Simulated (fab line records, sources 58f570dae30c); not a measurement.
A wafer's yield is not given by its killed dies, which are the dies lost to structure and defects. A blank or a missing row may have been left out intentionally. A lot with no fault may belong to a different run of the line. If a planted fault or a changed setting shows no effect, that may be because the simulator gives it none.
Problem report, 8D (eight disciplines) form, completed by code    flow berkeleyCmos170    the parts of the form that need people (team, actions taken, sign-off) are left out

== 1. PROBLEM STATEMENT ==
Mean of oesProductAu at UCB170_NLDD_STRIP_10: 0.980 a.u. over 3 wafers from 1 lot, against 0.734 a.u. (standard deviation 0.0046) on wafers with no fault. Relative to the usual mean, that is a shift of +53 standard deviations.
The step: strips in O2.
Seen first at day 8 06:50 on plasmaAsher-03, wafer L882.1. The record has a number at this step for 39 wafers belonging to 13 lots. By rule, "out" or "out of limits" means more than 4 standard deviations away from the usual mean. Any other wafer with a number is counted as sound.

== 2. WHAT IT IS, AND WHAT IT ISN'T ==
question                     is                      is not
which readings at this step  oesProductAu            drypumpMotorCurrentA, o2FlowSccm
which lots                   L882                    L874, L876, L878, L883, L889, L890, L891, L892, L893, L894, L895, L897
which wafers of those lots   all that have a number  -
read on which tools          plasmaAsher-03          plasmaAsher-01, plasmaAsher-02
when                         from day 8 06:50        up to then (9 sound wafers); but 27 sound wafers of L883, L889, L890, L891, L892, L893, L894, L895, L897 came after

== 3. THE SUSPECTS, EACH WITH WHAT RULES IT OUT ==
Counting: any tool at a process step up to the reading is kept as a suspect provided that every lot that is out went through it and no sound lot did after the first of them.
- plasmaAsher-03 at UCB170_NLDD_STRIP_10 (strips in O2): ruled out as a lasting fault. The sound lots L890, L892, L894 went through it after L882, its earliest lot that is out (day 8 06:50).
Left after counting: nothing in the record.

== 4. THE CAUSE (what the simulator had put in) ==
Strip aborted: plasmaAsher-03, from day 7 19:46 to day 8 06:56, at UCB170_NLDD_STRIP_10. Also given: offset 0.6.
Counting ruled it out, wrongly.

== 5. THE CHAIN OF EFFECTS, in route order ==
One row per reading whose mean, taken over the struck wafers that have a number, lies over 3 standard deviations from the usual. Only readings whose record carries a usual standard deviation are examined. hours: median over the lots of the time between each lot's start at the first step of this table that gives one and its start at this step. sigmas: the change, counted in usual standard deviations.
hours  step                  reading       usual       on struck wafers  change  sigmas
0      UCB170_NLDD_STRIP_10  oesProductAu  0.734 a.u.  0.980             +0.246  +53
Process steps it contains:
- UCB170_NLDD_STRIP_10: strips in O2.
Readings that are blank on the struck wafers while sound wafers have them: stripTimeToEndpointS at UCB170_NLDD_STRIP_10.

== 6. HOW IT WOULD HAVE BEEN CAUGHT EARLIER ==
First out-of-limits reading in this record: day 8 06:50, which is 11 hours after fault onset at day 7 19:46.
